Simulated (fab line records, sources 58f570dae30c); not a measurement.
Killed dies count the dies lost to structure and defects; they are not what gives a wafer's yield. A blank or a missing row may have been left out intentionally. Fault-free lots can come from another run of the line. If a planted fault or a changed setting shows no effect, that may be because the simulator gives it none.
Chamber matching ; flow berkeley_cmos170 ; 4 sister chambers for UCB170_M2_ETCH_17 on rie_diel-03
The step etches BARC in N2/H2. 8 wafers are shown with their chamber, then 8 later ones without.

## WAFERS, EACH WITH ITS CHAMBER
wafer;chamber;throttle_valve_pct (%);oes_product_au (a.u.)
L366.3;2;13.48;1.027
L367.1;2;13.46;1.018
L367.6;3;13.08;0.972
L371.5;0;13.25;0.996
L372.1;3;13.09;0.992
L372.3;1;13.51;0.994
L372.5;1;13.51;1.001
L381.2;0;13.25;1.001

## WAFERS WITHOUT THEIR CHAMBER
wafer;throttle_valve_pct (%);oes_product_au (a.u.)
L381.3;13.50;0.975
L381.5;13.08;0.976
L384.1;13.08;0.993
L384.2;13.26;1.016
L384.4;13.51;0.991
L382.3;13.48;0.989
L382.5;13.08;0.979
L382.6;13.25;1.002

## WHICH CHAMBER EACH WENT THROUGH
wafer;from the rows above;in truth
L381.3;1;1
L381.5;3;3
L384.1;3;3
L384.2;0;0
L384.4;1;1
L382.3;can't be placed: 1 or 2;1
L382.5;3;3
L382.6;0;0
Correctly placed: 7 of 8. Can't be placed from these rows: 1 (the true chamber is among the candidates in 1). Number placed wrongly: 0.
How it was worked out, from the rows above alone: a wafer's distance from a chamber is the root of the sum, over the readings, of the square of ((its reading less the chamber's mean) divided by the reading's scatter). The wafer belongs to the nearest chamber; if the next one is less than 2 further off, it can't be placed. Each chamber's mean is taken over the wafers shown for it. The scatter: the root of (the sum of the squares of (reading less its chamber's mean) over the shown wafers, divided by (wafers less chambers)).
